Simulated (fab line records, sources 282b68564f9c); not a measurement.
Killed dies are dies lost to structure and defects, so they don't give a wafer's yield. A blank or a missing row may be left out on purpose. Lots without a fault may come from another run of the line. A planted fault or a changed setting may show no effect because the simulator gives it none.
A struck lot beside a sound one | flow rit_cmos | 22 steps out of a route of 202
Sound: wafers L820.1, L820.3, L820.6. Struck: wafers L826.1, L826.2, L826.5. The cause comes at the end.
At each step with rows: each side's tool, then ch and its chambers, then its first start. Under that, the readings that differ: sound wafers | struck wafers | difference of the means | sigmas: that difference in standard deviations of wafers without a fault.
alike: readings whose means differ by less than 2 such deviations, and words and numbers that are the same on both sides. not compared: withheld readings, readings that some wafer has no value for, bounds like >300 that may hide the same value, and numbers for which the record gives no deviation and whose values overlap.
The two part at a step that has a row with sigmas, a row that says differs or no value, or rows on one side only. Numbers that don't overlap but have no deviation are shown without sigmas and don't part them. A reading that every wafer of one side lacks parts them only if that side has two wafers or more.

first, 2 steps without rows for these wafers: RIT_NSD_HARDBAKE_07 (time 60 s); RIT_NSD_IMPLANT_08.
RIT_NSD_STRIP_09: strips in O2, time 180 s.
  sound on plasma_asher-04 ch 0,1, day 5 06:02; struck on plasma_asher-04 ch 0,1, day 6 14:38
  alike: drypump_motor_current_A
  not compared: rf_hours_counter_h
RIT_NSD_TW_MEAS_10:
  sound on film_metro-01, day 5 06:13; struck on film_metro-03, day 6 14:48
  alike: NSD_TW
then, 6 steps without rows for these wafers: RIT_PSD_HMDS_00 (prime time 60 s); RIT_PSD_COAT_01 (resist thk 1000 nm); RIT_PSD_SOFTBAKE_02 (time 60 s); RIT_PSD_EXPOSE_03 (exposes mask M10, target cd 40900 nm); RIT_PSD_PEB_04; RIT_PSD_DEVELOP_05 (develop time 50 s).
RIT_PSD_OVL_MEAS_06:
  sound on overlay-02, day 5 07:15; struck on overlay-02, day 6 15:43
  alike: PSD_OVL
then, 1 step without rows for these wafers: RIT_PSD_HARDBAKE_07 (time 60 s).
RIT_PSD_IMPLANT_08:
  sound on implanter-02 ch 0, day 5 07:26; struck on implanter-02 ch 0, day 6 15:54
  reading                          | sound                        | struck                        | difference | sigmas
  beam_on_s (s)                    | 12.52 12.69 12.48            | 24.16 24.14 23.87             | +11.49     | +40
  dose_ions_cm2                    | 4.997e+15 4.996e+15 4.99e+15 | 9.496e+15 9.494e+15 9.501e+15 | +4.503e+15 | +99 or more
  end_station_pressure_torr (Torr) | 1.42e-05 1.45e-05 1.39e-05   | 1.21e-05 1.26e-05 1.32e-05    | -1.57e-06  | -2
RIT_PSD_STRIP_09: strips in O2, time 180 s.
  sound on plasma_asher-01 ch 0,1, day 5 07:35; struck on plasma_asher-04 ch 0,1, day 6 16:03
  alike: drypump_motor_current_A
  not compared: rf_hours_counter_h
RIT_PSD_TW_MEAS_10:
  sound on film_metro-03, day 5 07:46; struck on film_metro-01, day 6 16:13
  reading | sound          | struck         | difference | sigmas
  PSD_TW  | 3358 3368 3380 | 3458 3472 3486 | +103       | +3
then, 3 steps without rows for these wafers: RIT_SDANNEAL_CLEAN_00 (cleans in SC1, time 600 s); RIT_SDANNEAL_CLEAN_01 (cleans in dHF, time 30 s); RIT_SDANNEAL_CLEAN_02 (cleans in SC2, time 600 s).
RIT_SDANNEAL_RTA_03: time 5 s.
  sound on rtp_anneal-01 ch 0, day 5 08:13; struck on rtp_anneal-01 ch 0, day 6 16:41
  alike: chamber_o2_ppm, wafer_temp_C_max
RIT_SDANNEAL_RS_MEAS_04: measures by four-point-probe.
  sound on film_metro-03, day 5 08:17; struck on film_metro-03, day 6 16:48
  reading         | sound                | struck               | difference | sigmas
  PSD_RS (ohm/sq) | 116.40 116.02 116.14 | 108.43 108.04 108.37 | -7.91      | -28
RIT_SDANNEAL_RS_MEAS_05: measures by four-point-probe.
  sound on film_metro-03, day 5 08:24; struck on film_metro-03, day 6 16:55
  alike: NSD_RS
RIT_M1_PROBE_99:
  sound on prober-01, day 5 15:46; struck on prober-01, day 7 00:23
  alike: killed_at_contacts, killed_at_front_end, killed_dies, killed_open, killed_short

WHERE THEY PART
First at RIT_PSD_IMPLANT_08; last, within this record, at RIT_SDANNEAL_RS_MEAS_04. Later steps at which nothing parts them and some readings are alike: RIT_SDANNEAL_RS_MEAS_05, RIT_M1_PROBE_99.

WHY: what the simulator had put in
Process parameter drift: implanter-02, from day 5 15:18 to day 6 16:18, at RIT_PSD_IMPLANT_08. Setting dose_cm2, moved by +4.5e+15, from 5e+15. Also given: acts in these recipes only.
